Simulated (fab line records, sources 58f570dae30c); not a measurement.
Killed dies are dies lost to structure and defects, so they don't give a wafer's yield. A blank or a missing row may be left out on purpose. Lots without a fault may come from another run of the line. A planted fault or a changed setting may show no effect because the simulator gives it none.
fab line records | flow berkeley_cmos170
record lots=5 wafers=15 last_day=11
route steps=331 shown M2@274 V2@292 M3@309
lots that met no fault: from a run of the same line without faults
start_h: hours from the record's first day to the start of the lot's first wafer shown | wait_h: hours since the lot's step before | " the same as in the row above | L1.1+2: a row that stands for several wafers | - no value, or no start given | * or withheld: withheld | < > ~ a bound
route shown NAME@n: a module of which the file shows steps, and the number in the route of the first | usual: mean/standard deviation of fault-free wafers | same: alike in all rows | chamber/n: place in a boat | sites: the reading at each site | _std_site: their standard deviation | _edge_site: outer sites' mean less inner sites' | radius_mm: how far each site lies from the wafer's centre | mask NAME#n: copy n | behind: the tool/chamber that last shaped the wafer | hold: why the lot was held/for how many hours/how that ended | device: the transistor (n, p or np) that didn't switch | end of line: the same wafers' tests at the end of the route | a step without rows: its recipe alone | killed: dies lost to structure and defects at the first sort, not the wafer's yield | map: a wafer's dies, x killed, . not, _ none there
set.NAME: the setting as run; set.NAME@STEP: as run at that earlier step | model.NAME: the simulator's own value behind a step, which no gauge read
lots at some steps of the route; a table a step, a row a wafer
services: from which hour (start_h, from the record's first day; less than 0 if before it) a tool's chamber was out of use, for how many hours, and why
## steps
# step UCB170_M2_THK_MEAS_03
# recipe thk_meas_gauge=xrf reads=Al_of_M2_SPUTTER_01
# usual M2_AL_THK=901/10
# columns lot.wafer tool chamber start_h wait_h M2_AL_THK[nm]
L080.1 film_metro-04 - 193.13 0.1 915
L080.2 " - " " 912
L080.4 " - " " 894
L084.2 film_metro-04 - 209.64 0.1 904
L084.5 " - " " 901
L084.6 " - " " 907
L088.2 film_metro-02 - 222.88 0.1 910
L088.3 " - " " 913
L088.4 " - " " 914
L092.1 film_metro-04 - 245.15 0.1 898
L092.2 " - " " 886
L092.3 " - " " 883
L096.3 film_metro-02 - 261.89 0.1 891
L096.4 " - " " 896
L096.5 " - " " 890
# step UCB170_M2_HMDS_04
# recipe prime_time_s=60 prime_temp_c=100
# columns lot.wafer tool chamber start_h wait_h
L080.1+2+4 litho_track-04 0 193.19 0.1
L084.2+5+6 litho_track-04 0 209.87 0.2
L088.2+3+4 litho_track-03 0 222.95 0.1
L092.1+2+3 litho_track-01 0 245.63 0.5
L096.3+4+5 litho_track-03 0 261.98 0.1
# step UCB170_M2_COAT_05
# recipe resist=KrF spin_rpm=1500 resist_thk_nm=900
# columns lot.wafer tool chamber start_h wait_h
L080.1+2+4 litho_track-04 0 193.34 0.1
L084.2+5+6 litho_track-04 0 210.02 0.1
L088.2+3+4 litho_track-03 0 223.10 0.1
L092.1+2+3 litho_track-01 0 245.78 0.1
L096.3+4+5 litho_track-03 0 262.13 0.1
# step UCB170_M2_SOFTBAKE_06
# recipe resist=KrF temp_c=130 time_s=60
# usual heater_power_total_W=56.81/0.04
# columns lot.wafer tool chamber start_h wait_h heater_power_total_W
L080.1 litho_track-04 0 193.49 0.1 56.78
L080.2 " 0 " " 56.73
L080.4 " 0 " " 56.83
L084.2 litho_track-04 0 210.17 0.1 56.78
L084.5 " 0 " " 56.77
L084.6 " 0 " " 56.74
L088.2 litho_track-03 0 223.25 0.1 56.87
L088.3 " 0 " " 56.81
L088.4 " 0 " " 56.87
L092.1 litho_track-01 0 245.93 0.1 56.82
L092.2 " 0 " " 56.82
L092.3 " 0 " " 56.81
L096.3 litho_track-03 0 262.28 0.1 56.88
L096.4 " 0 " " 56.85
L096.5 " 0 " " 56.81
# step UCB170_M2_STRIP_07
# recipe chemistry=O2 power_w=400 pressure_mtorr=3500 platen_temp_c=withheld o2_flow_sccm=400 overash_fraction=0.5
# usual drypump_motor_current_A=5.98/0.28 oes_product_au=0.734/0.0045 strip_time_to_endpoint_s=21.98/0.049
# columns lot.wafer tool chamber start_h wait_h drypump_motor_current_A oes_product_au rf_hours_counter_h strip_time_to_endpoint_s
L080.1 plasma_asher-02 0 193.64 0.1 5.76 0.739 9 21.98
L080.2 " 1 " " 6.20 0.732 9 22.00
L080.4 " 0 " " 5.77 0.733 - 21.99
L084.2 plasma_asher-04 0 210.29 0.1 5.68 0.727 51 22.02
L084.5 " 1 " " 6.34 0.736 - 22.04
L084.6 " 0 " " 5.68 0.723 - 22.07
L088.2 plasma_asher-02 1 223.38 0.1 6.28 0.739 12 21.95
L088.3 " 0 " " 5.79 0.743 - 22.03
L088.4 " 1 " " 6.28 0.733 - 21.87
L092.1 plasma_asher-02 0 246.08 0.1 5.74 0.723 15 21.93
L092.2 " 1 " " 6.25 0.732 15 21.92
L092.3 " 0 " " 5.78 0.727 - 21.89
L096.3 plasma_asher-02 0 262.41 0.1 5.76 0.736 - 22.02
L096.4 " 1 " " 6.24 0.736 - 21.99
L096.5 " 1 " " 6.21 0.734 - 21.99
# step UCB170_M2_STRIP_08
# recipe chemistry=DMSO temp_c=80 time_s=600 material=KrF
# columns lot.wafer tool chamber start_h wait_h
L080.1+2+4 wet_bench-01 2 193.74 0.1
L084.2+5+6 wet_bench-01 3 210.39 0.1
L088.2+3+4 wet_bench-02 1 225.33 1.9
L092.1+2+3 wet_bench-02 2 246.18 0.1
L096.3+4+5 wet_bench-01 0 262.48 0.0
# step UCB170_M2_COAT_09
# recipe resist=BARC temp_c=withheld time_s=withheld spin_rpm=3000 resist_thk_nm=withheld
# columns lot.wafer tool chamber start_h wait_h
L080.1+2+4 litho_track-04 0 194.33 0.4
L084.2+5+6 litho_track-03 0 210.81 0.2
L088.2+3+4 litho_track-04 0 225.98 0.5
L092.1+2+3 litho_track-04 0 246.69 0.3
L096.3+4+5 litho_track-04 0 262.73 0.1
# step UCB170_M2_COAT_10
# recipe resist=KrF spin_rpm=1500 resist_thk_nm=911.2
# columns lot.wafer tool chamber start_h wait_h
L080.1+2+4 litho_track-04 0 - -
L084.2+5+6 litho_track-03 0 - -
L088.2+3+4 litho_track-04 0 - -
L092.1+2+3 litho_track-04 0 - -
L096.3+4+5 litho_track-04 0 - -
# step UCB170_M2_SOFTBAKE_11
# recipe resist=KrF temp_c=130 time_s=60
# usual heater_power_total_W=56.80/0.045
# columns lot.wafer tool chamber start_h wait_h heater_power_total_W
L080.1 litho_track-04 0 - - 56.77
L080.2 " 0 " " 56.82
L080.4 " 0 " " 56.78
L084.2 litho_track-03 0 - - 56.78
L084.5 " 0 " " 56.78
L084.6 " 0 " " 56.70
L088.2 litho_track-04 0 - - 56.89
L088.3 " 0 " " 56.71
L088.4 " 0 " " 56.83
L092.1 litho_track-04 0 - - 56.74
L092.2 " 0 " " 56.85
L092.3 " 0 " " 56.73
L096.3 litho_track-04 0 - - 56.79
L096.4 " 0 " " 56.81
L096.5 " 0 " " 56.85
# step UCB170_M2_EXPOSE_12
# recipe mask_id=METAL2 target_cd_nm=700 na=0.5 sigma_outer=0.6 source_shape=conventional dose_mj=26
# columns lot.wafer tool chamber start_h wait_h mask
L080.1+2+4 krf_scanner-02 0 194.78 - METAL2#0
L084.2+5+6 krf_scanner-01 0 211.38 - METAL2#0
L088.2+3+4 krf_scanner-01 0 226.49 - METAL2#0
L092.1+2+3 krf_scanner-01 0 247.14 - METAL2#0
L096.3+4+5 krf_scanner-02 0 263.17 - METAL2#0
# step UCB170_M2_PEB_13
# recipe peb_temp_c=130 peb_time_s=withheld resist=KrF
# usual heater_power_total_W=56.79/0.045
# columns lot.wafer tool chamber start_h wait_h heater_power_total_W
L080.1 litho_track-03 0 194.97 0.2 56.83
L080.2 " 0 " " 56.70
L080.4 " 0 " " 56.88
L084.2 litho_track-03 0 211.54 0.1 56.77
L084.5 " 0 " " 56.75
L084.6 " 0 " " 56.75
L088.2 litho_track-03 0 227.10 0.6 56.82
L088.3 " 0 " " 56.77
L088.4 " 0 " " 56.83
L092.1 litho_track-03 0 247.35 0.2 56.83
L092.2 " 0 " " 56.80
L092.3 " 0 " " 56.69
L096.3 litho_track-03 0 263.43 0.2 56.78
L096.4 " 0 " " 56.78
L096.5 " 0 " " 56.80
# step UCB170_M2_DEVELOP_14
# recipe developer=TMAH develop_time_s=45 resist=KrF dev_temp_c=21
# columns lot.wafer tool chamber start_h wait_h
L080.1+2+4 litho_track-03 0 - -
L084.2+5+6 litho_track-03 0 - -
L088.2+3+4 litho_track-03 0 - -
L092.1+2+3 litho_track-03 0 - -
L096.3+4+5 litho_track-03 0 - -
# step UCB170_M2_CD_MEAS_15
# recipe target_cd_nm=700
# usual cd_nm=699.7/1.4
# columns lot.wafer tool chamber start_h wait_h cd_nm
L080.1 cd_sem-01 - 195.24 - 700.9
L080.2 " - " " 699.8
L080.4 " - " " 698.6
L084.2 cd_sem-02 - 211.85 - 700.0
L084.5 " - " " 698.0
L084.6 " - " " 699.4
L088.2 cd_sem-01 - 227.37 - 699.3
L088.3 " - " " 700.0
L088.4 " - " " 698.2
L092.1 cd_sem-02 - 247.63 - 699.2
L092.2 " - " " 698.6
L092.3 " - " " 700.4
L096.3 cd_sem-02 - 263.69 - 699.3
L096.4 " - " " 701.2
L096.5 " - " " 700.6
# step UCB170_M2_OVL_MEAS_16
# usual M2_OVL=-1/6.1
# columns lot.wafer tool chamber start_h wait_h M2_OVL[nm]
L080.1 overlay-02 - 195.36 0.1 6
L080.2 " - " " 7
L080.4 " - " " 4
L084.2 overlay-01 - 211.96 0.1 4
L084.5 " - " " -2
L084.6 " - " " 2
L088.2 overlay-01 - 227.47 0.1 -6
L088.3 " - " " -8
L088.4 " - " " -3
L092.1 overlay-02 - 247.75 0.1 7
L092.2 " - " " 3
L092.3 " - " " 5
L096.3 overlay-01 - 263.79 0.1 2
L096.4 " - " " -3
L096.5 " - " " 4
# step UCB170_M2_ETCH_17
# recipe chemistry=N2/H2 target_depth_a=withheld overetch_a=withheld target=BARC time_s=withheld source_w=500 bias_w=100 pressure_mtorr=30 n2_flow_sccm=100 h2_flow_sccm=200
# usual drypump_motor_current_A=5.8/0.51 oes_product_au=1.00/0.031 throttle_valve_pct=13.36/0.24
# columns lot.wafer tool chamber start_h wait_h drypump_motor_current_A oes_product_au throttle_valve_pct
L080.1 rie_diel-03 3 195.40 0.0 5.5 1.03 13.09
L080.2 " 1 " " 6.1 0.96 13.41
L080.4 " 2 " " 5.2 1.00 13.78
L084.2 rie_diel-04 3 211.99 0.0 5.6 1.05 13.06
L084.5 " 3 " " 5.6 1.06 13.06
L084.6 " 2 " " 5.8 1.00 13.26
L088.2 rie_diel-01 0 227.50 0.0 6.2 1.04 13.35
L088.3 " 2 " " 4.9 0.93 13.26
L088.4 " 2 " " 4.9 0.96 13.29
L092.1 rie_diel-03 1 247.78 0.0 6.2 0.97 13.41
L092.2 " 0 " " 5.1 1.00 13.62
L092.3 " 3 " " 5.5 1.05 13.10
L096.3 rie_diel-04 2 263.81 0.0 5.9 1.00 13.25
L096.4 " 3 " " 5.6 1.06 13.06
L096.5 " 3 " " 5.6 1.06 13.05
# step UCB170_M2_METAL_ETCH_18
# recipe chemistry=Cl2/BCl3 target=Al stop_on=SiO2 pressure_mtorr=12 target_depth_a=11700 over_etch_frac=0.3 time_s=195 icp_w=600 bias_w=120 Cl2_flow_sccm=90 bcl3_flow_sccm=45
# usual drypump_motor_current_A=5.3/0.39 oes_product_au=0.845/0.0081 throttle_valve_pct=24.37/0.16
# same over_etch_frac=0.3
# columns lot.wafer tool chamber start_h wait_h drypump_motor_current_A oes_product_au rf_hours_counter_h throttle_valve_pct
L080.1 rie_metal-03 0 195.44 - 5.4 0.862 1 24.34
L080.2 " 1 " " 5.3 0.850 4 24.64
L080.4 " 1 " " 5.3 0.836 - 24.67
L084.2 rie_metal-02 1 212.03 - 4.8 0.844 6 24.35
L084.5 " 1 " " 4.8 0.846 - 24.35
L084.6 " 0 " " 5.9 0.850 - 24.14
L088.2 rie_metal-02 1 227.55 - 4.8 0.841 7 24.34
L088.3 " 0 " " 5.9 0.850 - 24.15
L088.4 " 1 " " 4.8 0.837 - 24.34
L092.1 rie_metal-02 0 247.82 - 5.9 0.832 9 24.14
L092.2 " 1 " " 4.8 0.827 8 24.34
L092.3 " 1 " " 4.8 0.833 - 24.34
L096.3 rie_metal-02 1 263.91 - 4.7 0.851 - 24.33
L096.4 " 0 " " 5.9 0.843 - 24.17
L096.5 " 0 " " 5.9 0.839 - 24.16
# step UCB170_M2_STRIP_19
# recipe chemistry=O2 power_w=400 pressure_mtorr=3500 platen_temp_c=withheld o2_flow_sccm=400 overash_fraction=0.5
# usual drypump_motor_current_A=5.98/0.27 oes_product_au=0.559/0.02
# columns lot.wafer tool chamber start_h wait_h drypump_motor_current_A oes_product_au rf_hours_counter_h
L080.1 plasma_asher-02 0 195.63 0.1 5.77 0.589 9
L080.2 " 1 " " 6.25 0.573 9
L080.4 " 1 " " 6.25 0.571 -
L084.2 plasma_asher-02 1 212.22 0.1 6.26 0.547 11
L084.5 " 0 " " 5.75 0.544 -
L084.6 " 1 " " 6.22 0.521 -
L088.2 plasma_asher-02 0 227.73 0.1 5.80 0.552 13
L088.3 " 0 " " 5.81 0.521 -
L088.4 " 1 " " 6.22 0.557 -
L092.1 plasma_asher-02 1 248.01 0.1 6.23 0.522 15
L092.2 " 0 " " 5.78 0.555 15
L092.3 " 1 " " 6.22 0.550 -
L096.3 plasma_asher-02 0 264.07 0.1 5.73 0.564 -
L096.4 " 1 " " 6.27 0.541 -
L096.5 " 0 " " 5.75 0.521 -
# step UCB170_M2_CD_MEAS_90
# recipe target_cd_nm=700
# usual cd_nm=701/5.1
# columns lot.wafer tool chamber start_h wait_h cd_nm
L080.1 cd_sem-01 - 195.73 0.1 705
L080.2 " - " " 701
L080.4 " - " " 702
L084.2 cd_sem-01 - 212.34 0.1 694
L084.5 " - " " 689
L084.6 " - " " 702
L088.2 cd_sem-01 - 227.85 0.1 694
L088.3 " - " " 701
L088.4 " - " " 692
L092.1 cd_sem-01 - 248.11 0.1 700
L092.2 " - " " 692
L092.3 " - " " 690
L096.3 cd_sem-01 - 264.26 0.2 691
L096.4 " - " " 697
L096.5 " - " " 700
# step UCB170_V2_CVD_00
# recipe material=SiO2 target_thk_nm=2000 temp_c=390 precursor=TEOS/O2 time_s=250 rf_w=550 pressure_mtorr=9000
# usual heater_power_w=227/52 susceptor_temp_C=390.00/0.22
# columns lot.wafer tool chamber start_h wait_h heater_power_w susceptor_temp_C
L080.1 pecvd-04 2 195.85 0.1 280 390.41
L080.2 " 0 " " 238 390.41
L080.4 " 2 " " 189 390.55
L084.2 pecvd-01 1 212.44 0.1 248 390.00
L084.5 " 1 " " 240 390.14
L084.6 " 2 " " 222 390.16
L088.2 pecvd-03 2 227.95 0.1 216 390.06
L088.3 " 1 " " 241 389.94
L088.4 " 2 " " 263 389.80
L092.1 pecvd-01 2 248.23 0.1 298 389.68
L092.2 " 1 " " 206 390.03
L092.3 " 0 " " 136 390.12
L096.3 pecvd-01 0 264.34 0.1 169 389.84
L096.4 " 0 " " 121 389.84
L096.5 " 1 " " 168 390.12
# step UCB170_V2_THK_MEAS_01
# recipe reads=SiO2_of_V2_CVD_00
# usual V2_TEOS_THK=2005/31
# columns lot.wafer tool chamber start_h wait_h V2_TEOS_THK[nm]
L080.1 film_metro-03 - 196.00 0.1 1950
L080.2 " - " " 1954
L080.4 " - " " 2006
L084.2 film_metro-02 - 212.68 0.2 1999
L084.5 " - " " 2012
L084.6 " - " " 2008
L088.2 film_metro-01 - 228.12 0.1 1986
L088.3 " - " " 2051
L088.4 " - " " 2028
L092.1 film_metro-01 - 248.39 0.1 1993
L092.2 " - " " 2004
L092.3 " - " " 1952
L096.3 film_metro-02 - 264.52 0.1 1973
L096.4 " - " " 2007
L096.5 " - " " 2036
# step UCB170_V2_CMP_02
# recipe material=SiO2 down_force_psi=6 platen_rpm=60 pad_velocity_m_s=0.75398
# usual motor_current_A=16.2/1.9
# columns lot.wafer tool chamber start_h wait_h motor_current_A
L080.4 cmp-01 1 196.06 0.0 16.1
L080.1 " 2 " " 18.7
L080.2 " 3 " " 13.9
L084.2 cmp-01 2 212.73 0.0 18.2
L084.5 " 2 " " 18.3
L084.6 " 3 " " 14.3
L088.2 cmp-02 1 228.35 0.2 17.5
L088.4 " 3 " " 20.2
L088.3 " 0 " " 14.4
L092.2 cmp-01 0 248.47 0.1 13.4
L092.1 " 1 " " 15.9
L092.3 " 3 " " 14.4
L096.4 cmp-01 3 264.61 0.1 14.5
L096.3 " 0 " " 13.9
L096.5 " 3 " " 14.2
# step UCB170_V2_BOW_MEAS_03
# recipe mode=bow
# usual V2_BOW=36/5.9
# columns lot.wafer tool chamber start_h wait_h V2_BOW[um]
L080.1 film_metro-02 - 196.36 0.2 26
L080.2 " - " " 43
L080.4 " - " " 33
L084.2 film_metro-01 - 213.05 0.3 38
L084.5 " - " " 41
L084.6 " - " " 35
L088.2 film_metro-01 - 228.67 0.3 45
L088.3 " - " " 39
L088.4 " - " " 33
L092.1 film_metro-01 - 248.77 0.2 38
L092.2 " - " " 36
L092.3 " - " " 40
L096.3 film_metro-01 - 264.90 0.2 23
L096.4 " - " " 39
L096.5 " - " " 39
# step UCB170_V2_THK_MEAS_04
# recipe reads=SiO2_of_V2_CVD_00
# usual V2_POLISHED_THK=998.9/1.2
# columns lot.wafer tool chamber start_h wait_h V2_POLISHED_THK[nm]
L080.1 film_metro-02 - 196.48 0.1 998.7
L080.2 " - " " 999.2
L080.4 " - " " 998.2
L084.2 film_metro-01 - 213.16 0.1 997.3
L084.5 " - " " 998.8
L084.6 " - " " 1000.1
L088.2 film_metro-01 - 228.78 0.1 997.4
L088.3 " - " " 997.7
L088.4 " - " " 1000.4
L092.1 film_metro-01 - 248.89 0.1 998.2
L092.2 " - " " 999.3
L092.3 " - " " 999.1
L096.3 film_metro-01 - 265.00 0.1 1000.6
L096.4 " - " " 999.7
L096.5 " - " " 1000.0
# step UCB170_V2_CLEAN_05
# recipe chemistry=DIW
# columns lot.wafer tool chamber start_h wait_h
L080.1+2+4 wet_bench-03 1 196.54 0.1
L084.2+5+6 wet_bench-01 2 213.21 0.0
L088.2+3+4 wet_bench-01 0 228.94 0.1
L092.1+2+3 wet_bench-01 2 249.00 0.1
L096.3+4+5 wet_bench-04 0 265.19 0.2
# step UCB170_V2_HMDS_06
# recipe prime_time_s=60 prime_temp_c=100
# columns lot.wafer tool chamber start_h wait_h
L080.1+2+4 litho_track-01 0 196.84 0.1
L084.2+5+6 litho_track-02 0 213.71 0.3
L088.2+3+4 litho_track-01 0 229.44 0.3
L092.1+2+3 litho_track-01 0 249.18 0.0
L096.3+4+5 litho_track-04 0 265.69 0.3
# step UCB170_V2_COAT_07
# recipe resist=KrF spin_rpm=1500 resist_thk_nm=900
# columns lot.wafer tool chamber start_h wait_h
L080.1+2+4 litho_track-01 0 196.99 0.1
L084.2+5+6 litho_track-02 0 213.86 0.1
L088.2+3+4 litho_track-01 0 229.59 0.1
L092.1+2+3 litho_track-01 0 249.33 0.1
L096.3+4+5 litho_track-04 0 265.84 0.1
# step UCB170_V2_SOFTBAKE_08
# recipe resist=KrF temp_c=128.9 time_s=60
# usual heater_power_total_W=56.17/0.044
# columns lot.wafer tool chamber start_h wait_h heater_power_total_W
L080.1 litho_track-01 0 197.14 0.1 56.13
L080.2 " 0 " " 56.18
L080.4 " 0 " " 56.25
L084.2 litho_track-02 0 214.01 0.1 56.24
L084.5 " 0 " " 56.16
L084.6 " 0 " " 56.17
L088.2 litho_track-01 0 229.74 0.1 56.15
L088.3 " 0 " " 56.08
L088.4 " 0 " " 56.19
L092.1 litho_track-01 0 249.48 0.1 56.18
L092.2 " 0 " " 56.13
L092.3 " 0 " " 56.22
L096.3 litho_track-04 0 265.99 0.1 56.18
L096.4 " 0 " " 56.23
L096.5 " 0 " " 56.20
# step UCB170_V2_EXPOSE_09
# recipe mask_id=VIA2 target_cd_nm=700 na=0.5 sigma_outer=0.6 source_shape=conventional dose_mj=37
# columns lot.wafer tool chamber start_h wait_h mask
L080.1+2+4 krf_scanner-02 0 197.29 0.1 VIA2#0
L084.2+5+6 krf_scanner-02 0 214.16 0.1 VIA2#0
L088.2+3+4 krf_scanner-01 0 229.96 0.2 VIA2#0
L092.1+2+3 krf_scanner-02 0 249.89 0.4 VIA2#0
L096.3+4+5 krf_scanner-01 0 266.28 0.3 VIA2#0
# step UCB170_V2_PEB_10
# recipe peb_temp_c=130 peb_time_s=withheld resist=KrF
# usual heater_power_total_W=56.80/0.045
# columns lot.wafer tool chamber start_h wait_h heater_power_total_W
L080.1 litho_track-02 0 197.41 0.1 56.81
L080.2 " 0 " " 56.78
L080.4 " 0 " " 56.73
L084.2 litho_track-01 0 214.35 0.2 56.81
L084.5 " 0 " " 56.78
L084.6 " 0 " " 56.76
L088.2 litho_track-04 0 230.09 0.1 56.75
L088.3 " 0 " " 56.82
L088.4 " 0 " " 56.83
L092.1 litho_track-02 0 250.35 0.4 56.83
L092.2 " 0 " " 56.77
L092.3 " 0 " " 56.77
L096.3 litho_track-04 0 266.59 0.3 56.75
L096.4 " 0 " " 56.86
L096.5 " 0 " " 56.77
# step UCB170_V2_DEVELOP_11
# recipe developer=TMAH develop_time_s=45 resist=KrF dev_temp_c=21
# columns lot.wafer tool chamber start_h wait_h
L080.1+2+4 litho_track-02 0 - -
L084.2+5+6 litho_track-01 0 - -
L088.2+3+4 litho_track-04 0 - -
L092.1+2+3 litho_track-02 0 - -
L096.3+4+5 litho_track-04 0 - -
# step UCB170_V2_CD_MEAS_12
# recipe target_cd_nm=700
# usual cd_nm=700.2/1.4
# columns lot.wafer tool chamber start_h wait_h cd_nm
L080.1 cd_sem-01 - 197.68 - 698.8
L080.2 " - " " 699.1
L080.4 " - " " 697.4
L084.2 cd_sem-01 - 214.62 - 700.8
L084.5 " - " " 701.5
L084.6 " - " " 700.0
L088.2 cd_sem-02 - 230.44 - 698.9
L088.3 " - " " 699.9
L088.4 " - " " 700.0
L092.1 cd_sem-01 - 250.63 - 698.4
L092.2 " - " " 701.0
L092.3 " - " " 700.0
L096.3 cd_sem-01 - 267.03 - 700.3
L096.4 " - " " 700.3
L096.5 " - " " 699.4
# step UCB170_V2_OVL_MEAS_13
# usual V2_OVL=1/5.7
# columns lot.wafer tool chamber start_h wait_h V2_OVL[nm]
L080.1 overlay-01 - 197.80 0.1 -3
L080.2 " - " " -6
L080.4 " - " " -12
L084.2 overlay-02 - 214.73 0.1 -5
L084.5 " - " " -6
L084.6 " - " " -5
L088.2 overlay-02 - 230.54 0.1 2
L088.3 " - " " -4
L088.4 " - " " 9
L092.1 overlay-01 - 250.75 0.1 4
L092.2 " - " " 3
L092.3 " - " " 3
L096.3 overlay-02 - 267.13 0.1 -1
L096.4 " - " " -1
L096.5 " - " " -4
# step UCB170_V2_ETCH_14
# recipe chemistry=CHF3/CF4/Ar target=SiO2 stop_on=Al CHF3_flow_sccm=45 cf4_flow_sccm=15 Ar_flow_sccm=150 pressure_mtorr=200 rf_w=700 target_depth_a=12500 over_etch_frac=0.25 time_s=291
# usual drypump_motor_current_A=5.7/0.43 oes_product_au=0.872/0.013 throttle_valve_pct=6.93/0.17
# same over_etch_frac=0.25
# columns lot.wafer tool chamber start_h wait_h drypump_motor_current_A oes_product_au rf_hours_counter_h throttle_valve_pct
L080.1 rie_diel-03 3 197.84 0.0 5.5 0.880 2 6.86
L080.2 " 1 " " 6.1 0.859 20 7.03
L080.4 " 1 " " 6.1 0.857 - 7.03
L084.2 rie_diel-03 3 214.76 0.0 5.5 0.887 3 6.86
L084.5 " 2 " " 5.2 0.862 - 7.20
L084.6 " 1 " " 6.2 0.851 - 7.02
L088.2 rie_diel-03 2 230.57 0.0 5.2 0.865 18 7.21
L088.3 " 1 " " 6.1 0.854 22 7.03
L088.4 " 0 " " 5.1 0.874 - 7.21
L092.1 rie_diel-03 3 250.78 0.0 5.5 0.881 5 6.87
L092.2 " 1 " " 6.1 0.857 23 7.03
L092.3 " 2 " " 5.2 0.860 19 7.20
L096.3 rie_diel-03 0 267.15 0.0 5.2 0.873 66 7.21
L096.4 " 1 " " 6.1 0.853 24 7.03
L096.5 " 2 " " 5.2 0.860 - 7.22
# step UCB170_V2_STRIP_15
# recipe chemistry=O2 power_w=400 pressure_mtorr=3500 platen_temp_c=withheld o2_flow_sccm=400 overash_fraction=0.5
# usual drypump_motor_current_A=5.94/0.29 oes_product_au=0.721/0.0046 strip_time_to_endpoint_s=15.36/0.16
# columns lot.wafer tool chamber start_h wait_h drypump_motor_current_A oes_product_au rf_hours_counter_h strip_time_to_endpoint_s
L080.1 plasma_asher-04 1 198.02 0.1 6.33 0.720 49 15.08
L080.2 " 0 " " 5.67 0.719 49 15.47
L080.4 " 1 " " 6.35 0.727 - 15.44
L084.2 plasma_asher-04 1 214.94 0.1 6.34 0.722 51 14.96
L084.5 " 1 " " 6.37 0.719 - 15.28
L084.6 " 0 " " 5.67 0.721 - 15.37
L088.2 plasma_asher-04 0 230.75 0.1 5.70 0.729 53 15.38
L088.3 " 0 " " 5.68 0.721 - 15.41
L088.4 " 1 " " 6.34 0.726 - 15.30
L092.1 plasma_asher-01 0 250.96 0.1 5.67 0.714 51 15.07
L092.2 " 1 " " 6.16 0.722 51 15.42
L092.3 " 1 " " 6.14 0.719 - 15.47
L096.3 plasma_asher-04 1 267.36 0.1 6.34 0.719 - 15.47
L096.4 " 0 " " 5.69 0.721 - 15.43
L096.5 " 0 " " 5.67 0.719 - 15.61
# step UCB170_V2_CD_MEAS_90
# recipe target_cd_nm=700
# usual cd_nm=700.1/1.8
# columns lot.wafer tool chamber start_h wait_h cd_nm
L080.1 cd_sem-02 - 198.12 0.1 698.8
L080.2 " - " " 698.2
L080.4 " - " " 696.5
L084.2 cd_sem-02 - 215.06 0.1 699.8
L084.5 " - " " 702.5
L084.6 " - " " 699.3
L088.2 cd_sem-02 - 231.04 0.3 698.3
L088.3 " - " " 699.1
L088.4 " - " " 699.8
L092.1 cd_sem-01 - 251.06 0.1 699.0
L092.2 " - " " 700.2
L092.3 " - " " 700.3
L096.3 cd_sem-01 - 267.51 0.1 701.0
L096.4 " - " " 700.1
L096.5 " - " " 701.0
# step UCB170_M3_PRE_CLEAN_00
# recipe gas=Ar preclean_etch_time_s=60
# columns lot.wafer tool chamber start_h wait_h
L080.1+2+4 pvd_sputter-01 - 198.24 0.1
L084.2+5+6 pvd_sputter-01 - 215.16 0.1
L088.2+3+4 pvd_sputter-01 - 231.14 0.1
L092.1+2+3 pvd_sputter-04 - 251.18 0.1
L096.3+4+5 pvd_sputter-01 - 267.59 0.1
# step UCB170_M3_SPUTTER_01
# recipe material=Al target_thk_nm=900 time_s=120 power_w=6000 chamber_pressure_pa=0.5
# usual throttle_valve_pct=30.3/0.83
# columns lot.wafer tool chamber start_h wait_h throttle_valve_pct
L080.1 pvd_sputter-01 - 198.30 0.0 29.1
L080.2 " - " " 29.7
L080.4 " - " " 29.0
L084.2 pvd_sputter-01 - 215.22 0.0 30.6
L084.5 " - " " 29.0
L084.6 " - " " 30.9
L088.2 pvd_sputter-01 - 231.20 0.0 29.6
L088.3 " - " " 28.9
L088.4 " - " " 30.9
L092.1 pvd_sputter-04 - 251.25 0.0 31.3
L092.2 " - " " 31.1
L092.3 " - " " 30.3
L096.3 pvd_sputter-01 - 267.66 0.0 30.8
L096.4 " - " " 28.7
L096.5 " - " " 29.0
# step UCB170_M3_RS_MEAS_02
# recipe thk_meas_gauge=four-point-probe reads=Al_of_M3_SPUTTER_01
# usual M3_AL_RS=0.0321/0.00043
# columns lot.wafer tool chamber start_h wait_h M3_AL_RS[ohm/sq]
L080.1 film_metro-04 - 198.41 0.1 0.0321
L080.2 " - " " 0.0325
L080.4 " - " " 0.0317
L084.2 film_metro-04 - 215.33 0.1 0.0317
L084.5 " - " " 0.0319
L084.6 " - " " 0.0317
L088.2 film_metro-02 - 231.31 0.1 0.0323
L088.3 " - " " 0.0321
L088.4 " - " " 0.0318
L092.1 film_metro-02 - 251.33 0.0 0.0314
L092.2 " - " " 0.0320
L092.3 " - " " 0.0317
L096.3 film_metro-01 - 267.78 0.1 0.0323
L096.4 " - " " 0.0324
L096.5 " - " " 0.0329
# step UCB170_M3_THK_MEAS_03
# recipe thk_meas_gauge=xrf reads=Al_of_M3_SPUTTER_01
# usual M3_AL_THK=911/12
# columns lot.wafer tool chamber start_h wait_h M3_AL_THK[nm]
L080.1 film_metro-04 - 198.53 0.1 914
L080.2 " - " " 905
L080.4 " - " " 923
L084.2 film_metro-04 - 215.44 0.1 927
L084.5 " - " " 920
L084.6 " - " " 925
L088.2 film_metro-02 - 231.42 0.1 906
L088.3 " - " " 913
L088.4 " - " " 923
L092.1 film_metro-02 - 251.45 0.1 926
L092.2 " - " " 909
L092.3 " - " " 918
L096.3 film_metro-01 - 267.88 0.1 898
L096.4 " - " " 896
L096.5 " - " " 887
# step UCB170_M3_HMDS_04
# recipe prime_time_s=60 prime_temp_c=100
# columns lot.wafer tool chamber start_h wait_h
L080.1+2+4 litho_track-02 0 199.04 0.5
L084.2+5+6 litho_track-03 0 215.81 0.4
L088.2+3+4 litho_track-03 0 231.91 0.5
L092.1+2+3 litho_track-04 0 251.71 0.2
L096.3+4+5 litho_track-03 0 267.97 0.1
## services
# columns tool chamber start_h hours kind
rie_diel-04 3 174.06 3.8 repair
pecvd-04 0 177.01 2.4 repair
krf_scanner-02 - 181.67 4.0 pm
pvd_sputter-04 - 182.69 6.6 repair
pvd_sputter-01 - 186.39 2.0 repair
rie_diel-01 1 187.11 11.5 repair
rie_diel-01 2 188.81 6.6 repair
rie_diel-03 2 196.71 7.8 repair
pecvd-01 0 202.52 15.1 repair
rie_metal-03 0 214.28 16.4 repair
cmp-01 - 216.66 0.3 repair
rie_diel-01 1 224.56 21.4 repair
rie_diel-01 - 226.35 0.3 repair
rie_diel-03 3 227.84 10.3 repair
cmp-02 - 232.00 4.0 pm
cmp-01 - 233.40 2.9 repair
rie_diel-04 1 235.30 7.7 repair
pvd_sputter-04 - 241.40 4.1 repair
rie_diel-04 2 245.33 4.3 repair
rie_diel-03 0 248.40 3.6 repair
wet_bench-01 - 250.98 3.7 repair
krf_scanner-02 - 254.01 1.0 pm
plasma_asher-02 - 254.64 1.4 repair
plasma_asher-02 - 256.97 3.3 repair
## key
fault none
